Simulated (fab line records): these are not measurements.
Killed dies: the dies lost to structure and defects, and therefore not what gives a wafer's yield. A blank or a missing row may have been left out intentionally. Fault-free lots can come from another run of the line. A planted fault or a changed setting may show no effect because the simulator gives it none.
The tool behind it: which one? | flow rit-cmos | at 1 step of a route of 202, 15 lots with 45 wafers sampled

== WHAT EACH GAUGE READ, for each wafer ==
No reading from a measuring or inspecting step in the record can be judged against a usual standard deviation.

== WHAT TOOL EACH LOT RAN ON (gives the tool, then ch and the chambers of the sampled wafers, and finally the start) ==
lot  | RIT_ACTIVE_DEVELOP_10
L831 | litho-track-03 ch 0, day 1 15:00
L832 | litho-track-03 ch 0, day 1 20:00
L833 | litho-track-03 ch 0, day 2 01:00
L834 | litho-track-03 ch 0, day 2 06:00
L836 | litho-track-03, day 2 15:00
L837 | litho-track-03, day 2 22:00
L838 | litho-track-03, day 3 02:00
L839 | litho-track-03 ch 0, day 3 06:00
L840 | litho-track-03 ch 0, day 3 12:00
L841 | litho-track-04 ch 0, day 3 17:00
L845 | litho-track-02 ch 0, day 4 12:00
L850 | litho-track-04 ch 0, day 5 15:00
L851 | litho-track-04 ch 0, day 5 19:00
L853 | litho-track-02 ch 0, day 6 04:00
L854 | litho-track-03 ch 0, day 6 09:00
- RIT_ACTIVE_DEVELOP_10: develop time 50 s.

== AS READ BY THE TOOLS THEMSELVES (means over the sampled wafers that have a number; for cases with no such wafer, the mark the record gives instead) ==
RIT_ACTIVE_DEVELOP_10. Usual: chill-plate-temp-C reads 23.00 C (standard deviation 0.1).
lot  | tool           | chill-plate-temp-C (C) | flag
L831 | litho-track-03 | 22.94                  |
L832 | litho-track-03 | 23.02                  |
L833 | litho-track-03 | 22.95                  |
L834 | litho-track-03 | 22.93                  |
L836 | litho-track-03 | -                      | OFF
L837 | litho-track-03 | -                      | OFF
L838 | litho-track-03 | -                      | OFF
L839 | litho-track-03 | 23.03                  |
L840 | litho-track-03 | 22.95                  |
L841 | litho-track-04 | 23.16                  |
L845 | litho-track-02 | 23.01                  |
L850 | litho-track-04 | 23.03                  |
L851 | litho-track-04 | 23.04                  |
L853 | litho-track-02 | 23.09                  |
L854 | litho-track-03 | 23.03                  |

== THE ANSWER, worked out from the rows above alone ==
Rule: a lot is off if the mean of its wafers that have a number lies more than 3 standard deviations from the usual mean. Also off: a lot with no number at a reading for which 4 or more lots have one. Where the step has rows for the other lots, those lots are counted as sound. First the gauges in route order, then the tools' own readings, where a lot's mean is used as printed above. The first step at which some lot is off is used, and at that step the reading that is off furthest; a lot without a number counts as furthest.
Off: L836, L837, L838, at RIT_ACTIVE_DEVELOP_10 (chill-plate-temp-C). Without a number there: L836, L837, L838.
A tool fits if, at that step or a process step before it, it ran every lot that is off, and no sound lot after the first of them. None of those tried fits.

== WHAT THE SIMULATOR HAD PUT IN ==
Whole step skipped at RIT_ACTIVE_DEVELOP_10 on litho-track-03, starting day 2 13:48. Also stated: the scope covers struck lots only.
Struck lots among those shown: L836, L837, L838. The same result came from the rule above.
